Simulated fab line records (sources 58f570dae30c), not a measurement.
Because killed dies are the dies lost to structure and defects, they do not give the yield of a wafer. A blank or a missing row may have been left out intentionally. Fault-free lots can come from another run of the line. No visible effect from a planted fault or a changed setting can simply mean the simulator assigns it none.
Chamber matching | flow berkeley cmos170 | UCB170_V1_CVD_00 on pecvd-04 has 3 sister chambers
The step deposits SiO2 from TEOS/O2, target thk 2000 nm, time 250 s. 3 wafers are shown with their chamber, then 7 later ones without.

== EACH WAFER AND ITS CHAMBER ==
wafer  | chamber | heater power w (W)
L616.1 | 1       | 233
L625.1 | 2       | 324
L625.2 | 0       | 256

== WAFERS MISSING THEIR CHAMBER ==
wafer  | heater power w (W)
L625.6 | 160
L629.2 | 315
L629.3 | 331
L629.5 | 218
L633.1 | 301
L633.3 | 349
L633.4 | 224

== WHICH CHAMBER EACH ONE RAN IN ==
wafer  | from the rows above          | in truth
L625.6 | can't be placed: 1 or 0      | 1
L629.2 | can't be placed: 2 or 0      | 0
L629.3 | 2                            | 2
L629.5 | can't be placed: 1 or 0      | 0
L633.1 | can't be placed: 2 or 0 or 1 | 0
L633.3 | 2                            | 2
L633.4 | can't be placed: 1 or 0      | 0
Correct placement for 2 of the 7. Not placeable from these rows: 5 (in 5, the candidates include the true chamber). 0 placed wrongly.
How it was worked out, from the rows above alone: a wafer's distance from a chamber is the root of the sum, over the readings, of the square of ((its reading less the chamber's mean) divided by the reading's scatter). If the next closest chamber is less than 2 further off than the closest, the wafer can't be placed; otherwise it belongs to the closest. Each chamber's mean is taken over the wafers shown for it. The scatter: root of mean squared gap, hidden wafer to nearest shown wafer, with one shown wafer a chamber.
